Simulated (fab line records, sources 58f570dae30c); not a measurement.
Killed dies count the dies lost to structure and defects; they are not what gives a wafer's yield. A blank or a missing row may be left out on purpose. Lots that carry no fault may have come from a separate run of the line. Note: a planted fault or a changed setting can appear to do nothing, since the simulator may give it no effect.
Problem report in the 8D (eight disciplines) form, filled by code -- flow berkeley-cmos170 -- the parts of the form that need people (team, actions taken, sign-off) are left out

1. THE PROBLEM
heater-power-total-W at UCB170_NVT_PEB_04 reads a mean of 53.77 W on 9 wafers of 3 lots; wafers without a fault read 56.81 W with a standard deviation of 0.046. That puts it -66 standard deviations away from the usual mean.
The first sign was on wafer L249.3 at day 7 08:18, on litho-track-03. The record has a number at this step for 45 wafers belonging to 15 lots. Rule for "out" (also "out of limits"): further than 4 standard deviations from the usual mean. The rest of the wafers with a number are treated as sound.

2. WHAT IT IS, AND WHAT IT ISN'T
question,is,is not
which readings at this step,"heater-power-total-W, plate-temp-C",-
which lots,"L248, L249, L252","L237, L238, L240, L241, L242, L244, L247, L250, L251, L258, L259, L260"
which wafers of those lots,all that have a number,-
read on which tools,litho-track-03,"litho-track-01, litho-track-04"
when,from day 7 08:18,"up to then (18 sound wafers); but 18 sound wafers of L247, L250, L251, L258, L259, L260 came after"

3. THE SUSPECTS, EACH WITH WHAT RULES IT OUT
Counting: a tool at any process step up to the reading remains a suspect when it ran all the lots that are out and ran no sound lot after the first of those.
- litho-track-03 at UCB170_NVT_PEB_04: ruled out as a lasting fault. The sound lots L260 went through it after L249, its earliest lot that is out (day 7 08:18).
Left after counting: nothing in the record.

4. THE CAUSE (what the simulator had put in)
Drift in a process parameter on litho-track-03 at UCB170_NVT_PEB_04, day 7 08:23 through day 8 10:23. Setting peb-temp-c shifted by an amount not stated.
Counting ruled it out, wrongly.

5. THE EFFECT CHAIN, in route order
Rows list readings where the struck wafers' mean (over those with a number) sits beyond 3 standard deviations from the usual. Only readings for which the record gives a usual standard deviation are gone through. hours: the time from each lot's start at the first step in this table that gives one to its start at this step, as a median over the lots. sigmas: the change in usual standard deviations.
hours,step,reading,usual,on struck wafers,change,sigmas
0,UCB170_NVT_PEB_04,heater-power-total-W,56.81 W,53.77,-3.04,-66
0,UCB170_NVT_PEB_04,plate-temp-C,129.97 C,124.62,-5.35,-45
Process steps it contains:
- UCB170_NVT_PEB_04
At these later measuring or inspecting steps, every struck wafer for which the step has a row has a number for every such reading, and none has moved that far: UCB170_NSD_OVL_MEAS_07.

6. WHAT WOULD HAVE CAUGHT IT SOONER
In this record the first reading out of limits was taken at day 7 08:18.
